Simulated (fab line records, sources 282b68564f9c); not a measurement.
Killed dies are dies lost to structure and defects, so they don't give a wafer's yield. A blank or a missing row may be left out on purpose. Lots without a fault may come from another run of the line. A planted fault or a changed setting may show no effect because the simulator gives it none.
A struck lot beside a sound one | flow rit_cmos | 18 steps out of a route of 202
Sound: wafers L233.3, L233.4, L233.5. Struck: wafers L246.2, L246.4, L246.5. The cause comes at the end.
At each step with rows: each side's tool, then ch and its chambers, then its first start. Under that, the readings that differ: sound wafers | struck wafers | difference of the means | sigmas: that difference in standard deviations of wafers without a fault.
alike: readings whose means differ by less than 2 such deviations, and words and numbers that are the same on both sides. not compared: withheld readings, readings that some wafer has no value for, bounds like >300 that may hide the same value, and numbers for which the record gives no deviation and whose values overlap.
The two part at a step that has a row with sigmas, a row that says differs or no value, or rows on one side only. Numbers that don't overlap but have no deviation are shown without sigmas and don't part them. A reading that every wafer of one side lacks parts them only if that side has two wafers or more.

first, 5 steps without rows for these wafers: RIT_NSD_COAT_01 (resist thk 1000 nm); RIT_NSD_SOFTBAKE_02 (time 60 s); RIT_NSD_EXPOSE_03 (exposes mask M9, target cd 40700 nm); RIT_NSD_PEB_04; RIT_NSD_DEVELOP_05 (develop time 50 s).
RIT_NSD_OVL_MEAS_06:
  sound on overlay-01, day 3 19:34; struck on overlay-02, day 7 03:23
  alike: NSD_OVL
then, 2 steps without rows for these wafers: RIT_NSD_HARDBAKE_07 (time 60 s); RIT_NSD_IMPLANT_08.
RIT_NSD_STRIP_09: strips in O2, time 180 s.
  sound on plasma_asher-02 ch 0,1, day 3 19:57; struck on plasma_asher-01 ch 0,1, day 7 03:43
  reading                     | sound       | struck      | difference | sigmas
  drypump_motor_current_A (A) | 5.9 6.5 5.9 | 5.4 4.9 4.9 | -1.0       | -2
  not compared: rf_hours_counter_h
RIT_NSD_TW_MEAS_10:
  sound on film_metro-03, day 3 20:05; struck on film_metro-03, day 7 03:54
  alike: NSD_TW
then, 2 steps without rows for these wafers: RIT_PSD_HMDS_00 (prime time 60 s); RIT_PSD_COAT_01 (resist thk 1000 nm).
RIT_PSD_SOFTBAKE_02: time 60 s.
  sound on litho_track-01 ch 0, day 3 20:29; struck on litho_track-01 ch 0, day 7 04:16
  reading                                  | sound             | struck            | difference | sigmas
  heater_power_total_W (W)                 | 34.62 34.54 34.55 | 37.08 37.06 37.15 | +2.53      | +49
  plate_temp_C (C)                         | 90.09 90.10 90.03 | 94.53 94.51 94.55 | +4.46      | +34
  model.NOVOLAK_of_PSD_COAT_01.thk_nm (nm) | 1002 1001 998.8   | 981.7 984.3 986.6 | -16.4      |
then, 2 steps without rows for these wafers: RIT_PSD_EXPOSE_03 (exposes mask M10, target cd 40900 nm); RIT_PSD_PEB_04.
RIT_PSD_DEVELOP_05: develop time 50 s.
  sound on litho_track-01 ch 0; struck on litho_track-01 ch 0
  reading                                  | sound             | struck            | difference | sigmas
  developer_temp_C (C)                     | 22.95 23.06 22.96 | 23.28 23.18 23.14 | +0.21      | +2
  model.NOVOLAK_of_PSD_COAT_01.thk_nm (nm) | 1002 1000 998.4   | 981.4 984 986.3   | -16.2      |
RIT_PSD_OVL_MEAS_06:
  sound on overlay-01, day 3 20:59; struck on overlay-02, day 7 04:48
  alike: PSD_OVL
RIT_M1_PROBE_99:
  the record has rows for the sound wafers here (prober-02, day 4 05:26) and none for the struck ones

WHERE THEY PART
First at RIT_NSD_STRIP_09; last, within this record, at RIT_M1_PROBE_99.

WHY: what the simulator had put in
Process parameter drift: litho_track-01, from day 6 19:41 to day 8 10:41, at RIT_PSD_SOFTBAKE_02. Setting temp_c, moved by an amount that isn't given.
